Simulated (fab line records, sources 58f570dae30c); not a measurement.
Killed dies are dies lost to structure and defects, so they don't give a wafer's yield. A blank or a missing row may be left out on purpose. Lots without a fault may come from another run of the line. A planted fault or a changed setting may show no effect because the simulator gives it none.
One fault seen from 2 desks | flow berkeley_cmos170 | each desk has only its own numbers; what lay behind them comes last

THE TOOL OWNER'S DESK: pvd_sputter-02
The tool's own readings at UCB170_M2_SPUTTER_01 (material Al, target thk 900 nm, time 120 s): means of the sampled wafers that have a number, for each lot that ran on this tool. A lot is out of limits, marked OUT, if its mean lies more than 4 standard deviations from the usual mean; the brackets give that distance.
Columns: A = throttle_valve_pct at UCB170_M2_SPUTTER_01, usual 29.8 %
lot  | first seen here | A
L958 | day 9 00:46     | 29.8
L957 | day 9 05:40     | 28.6
L962 | day 10 00:16    | 28.5
L963 | day 10 02:57    | 29.0
L965 | day 10 04:56    | 28.1
L969 | day 11 15:25    | 29.6
L972 | day 12 02:35    | 29.1
L974 | day 13 00:10    | 29.5
This desk's finding: nothing out of limits on any of the 8 lots.

THE METROLOGY DESK
What the gauges read, lot by lot, whatever tool the lot ran on: means of the sampled wafers that have a number. A lot is out of limits, marked OUT, if its mean lies more than 4 standard deviations from the usual mean; the brackets give that distance.
Columns: A = V1_OVL at UCB170_V1_OVL_MEAS_13, usual 4 nm; B = M2_AL_RS at UCB170_M2_RS_MEAS_02, usual 0.0323 ohm/sq; C = M2_AL_THK at UCB170_M2_THK_MEAS_03, usual 910 nm
lot  | first seen here | A  | B                | C
L955 | day 8 12:12     | 7  | 0.0326           | 902
L954 | day 8 13:25     | 2  | 0.0318           | 921
L958 | day 9 00:15     | 4  | 0.0321           | 919
L959 | day 9 00:49     | -1 | 0.0314           | 939
L957 | day 9 05:10     | -1 | 0.0322           | 908
L962 | day 9 23:46     | 6  | 0.0327           | 903
L961 | day 10 01:07    | 7  | 0.0325           | 915
L963 | day 10 02:27    | 3  | 0.0322           | 915
L965 | day 10 04:25    | 6  | 0.0326           | 905
L966 | day 10 06:07    | 2  | 0.0328           | 906
L969 | day 11 14:55    | 3  | 0.0179 (-31) OUT | 1632 (+56) OUT
L973 | day 12 00:31    | 5  | 0.0322           | 913
L972 | day 12 02:05    | -5 | 0.0181 (-31) OUT | 1619 (+55) OUT
L974 | day 12 23:40    | 1  | 0.0179 (-31) OUT | 1632 (+56) OUT
L977 | day 13 06:27    | 4  | 0.0324           | 905
This desk's finding: out of limits on L969, L972, L974; first on L969, day 11 15:30 (M2_AL_RS at UCB170_M2_RS_MEAS_02). In limits: L955, L954, L958, L959, L957, L962, L961, L963, L965, L966, L973, L977.

PUT TOGETHER
The metrology desk could have raised an alarm at day 11 15:30, on L969, L972, L974.
The tool owner's desk saw nothing out of limits.
The tool owner's desk has L969, L972, L974 on record, within its limits.
Of the lots named, all ran UCB170_M2_SPUTTER_01 on pvd_sputter-02.

WHAT THE SIMULATOR HAD PUT IN
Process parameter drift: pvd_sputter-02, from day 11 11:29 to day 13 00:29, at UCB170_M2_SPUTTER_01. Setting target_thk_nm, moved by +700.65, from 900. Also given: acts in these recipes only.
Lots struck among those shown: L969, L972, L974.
Hours from the fault's start to each desk's first reading out of limits: the metrology desk, 4.
